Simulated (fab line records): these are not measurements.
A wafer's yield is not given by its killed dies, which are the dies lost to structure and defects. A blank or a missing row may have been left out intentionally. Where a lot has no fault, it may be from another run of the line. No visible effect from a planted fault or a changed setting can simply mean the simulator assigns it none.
Which of the tools did it? :: flow rit cmos :: 12 lots, 36 wafers sampled, at 2 steps of a route of 202

## WHAT THE GAUGES SHOWED, per wafer
No reading from a measuring or inspecting step in the record can be judged against a usual standard deviation.

## TOOL THAT RAN EACH LOT (tool first, then ch and the chambers of the sampled wafers, then the start)
lot: L549
RIT_SILICIDE_RTA_04: rtp anneal-01 ch 0, day 3 08:59
RIT_M1_PROBE_99: -

lot: L550
RIT_SILICIDE_RTA_04: rtp anneal-02 ch 0, day 3 11:50
RIT_M1_PROBE_99: -

lot: L551
RIT_SILICIDE_RTA_04: rtp anneal-01 ch 0, day 3 14:59
RIT_M1_PROBE_99: -

lot: L552
RIT_SILICIDE_RTA_04: rtp anneal-02 ch 0, day 3 22:44
RIT_M1_PROBE_99: -

lot: L553
RIT_SILICIDE_RTA_04: rtp anneal-01 ch 0, day 4 01:08
RIT_M1_PROBE_99: -

lot: L558
RIT_SILICIDE_RTA_04: rtp anneal-02 ch 0, day 5 06:16
RIT_M1_PROBE_99: prober-01, day 5 13:07

lot: L560
RIT_SILICIDE_RTA_04: rtp anneal-02 ch 0, day 5 17:42
RIT_M1_PROBE_99: prober-01, day 6 00:16

lot: L563
RIT_SILICIDE_RTA_04: rtp anneal-01 ch 0, day 6 07:44
RIT_M1_PROBE_99: -

lot: L565
RIT_SILICIDE_RTA_04: rtp anneal-01 ch 0, day 6 16:37
RIT_M1_PROBE_99: -

lot: L567
RIT_SILICIDE_RTA_04: rtp anneal-01 ch 0, day 7 01:40
RIT_M1_PROBE_99: -

lot: L569
RIT_SILICIDE_RTA_04: rtp anneal-01 ch 0, day 7 13:48
RIT_M1_PROBE_99: -

lot: L571
RIT_SILICIDE_RTA_04: rtp anneal-01 ch 0, day 7 20:28
RIT_M1_PROBE_99: -
- RIT_SILICIDE_RTA_04: time 10 s, ramp up 5 s, ramp down 5 s.
- RIT_M1_PROBE_99

## AS READ BY THE TOOLS THEMSELVES (means over the sampled wafers that have a number; for cases with no such wafer, the mark the record gives instead)
RIT_SILICIDE_RTA_04. Usual: chamber o2 ppm 1.994, standard deviation 0.023; wafer_temp_C_max 652.3, standard deviation 0.55.
lot: L549
tool: rtp anneal-01
chamber o2 ppm: 2.010
wafer_temp_C_max: 652.9
flag: 

lot: L550
tool: rtp anneal-02
chamber o2 ppm: 2.016
wafer_temp_C_max: 652.1
flag: 

lot: L551
tool: rtp anneal-01
chamber o2 ppm: 2.006
wafer_temp_C_max: 652.4
flag: 

lot: L552
tool: rtp anneal-02
chamber o2 ppm: 1.995
wafer_temp_C_max: 652.1
flag: 

lot: L553
tool: rtp anneal-01
chamber o2 ppm: 1.988
wafer_temp_C_max: 652.2
flag: 

lot: L558
tool: rtp anneal-02
chamber o2 ppm: 1.978
wafer_temp_C_max: 645.0
flag: OFF

lot: L560
tool: rtp anneal-02
chamber o2 ppm: 2.052
wafer_temp_C_max: 645.2
flag: OFF

lot: L563
tool: rtp anneal-01
chamber o2 ppm: 1.969
wafer_temp_C_max: 652.3
flag: 

lot: L565
tool: rtp anneal-01
chamber o2 ppm: 2.003
wafer_temp_C_max: 652.8
flag: 

lot: L567
tool: rtp anneal-01
chamber o2 ppm: 2.009
wafer_temp_C_max: 652.8
flag: 

lot: L569
tool: rtp anneal-01
chamber o2 ppm: 2.028
wafer_temp_C_max: 652.2
flag: 

lot: L571
tool: rtp anneal-01
chamber o2 ppm: 1.981
wafer_temp_C_max: 652.9
flag: 

RIT_M1_PROBE_99. Usual: killed at contacts 0.1, standard deviation 0.23; killed at front end 6.7, standard deviation 2.7; killed dies 6.7, standard deviation 2.7; killed open 3.2, standard deviation 1.8; killed short 3.5, standard deviation 1.9.
lot: L558
tool: prober-01
killed at contacts: 0.3
killed at front end: 5.0
killed dies: 5.3
killed open: 2.3
killed short: 3.0
flag: 

lot: L560
tool: prober-01
killed at contacts: 0.0
killed at front end: 7.7
killed dies: 7.7
killed open: 2.3
killed short: 4.7
flag: 

## THE ANSWER, worked out from the rows above alone
Rule: lot off if the mean of its wafers having a number is beyond 3 standard deviations from the usual mean. A lot without any number at a reading at which 4 lots or more have one is off too. The other lots that the step has rows for count as sound. Order of review: gauges by route order, followed by the tools' own readings, for which a lot's mean as printed above is used. The first step at which some lot is off is used, and at that step the reading that is off furthest; a lot without a number counts as furthest.
Off, at RIT_SILICIDE_RTA_04 on wafer_temp_C_max: L558, L560.
A tool fits if, at that step or a process step before it, it ran every lot that is off, and no sound lot after the first of them. One candidate fits, namely rtp anneal-02 at RIT_SILICIDE_RTA_04. A fault onset in the window from L552 (day 3 22:44, its last sound lot) to L558 (day 5 06:16, its first lot off) fits.
On the lots that are off, the tool's own readings at RIT_SILICIDE_RTA_04 differ by more than 5 times the standard deviation of the sound lots' means, which bears it out; wafer_temp_C_max reads 645.1 there versus 652.5 on the sound lots.

## WHAT THE SIMULATOR PUT IN
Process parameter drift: rtp anneal-02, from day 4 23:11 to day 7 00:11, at RIT_SILICIDE_RTA_04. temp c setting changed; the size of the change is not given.
Struck lots among those shown: L558, L560. This agrees with what the rule above found.
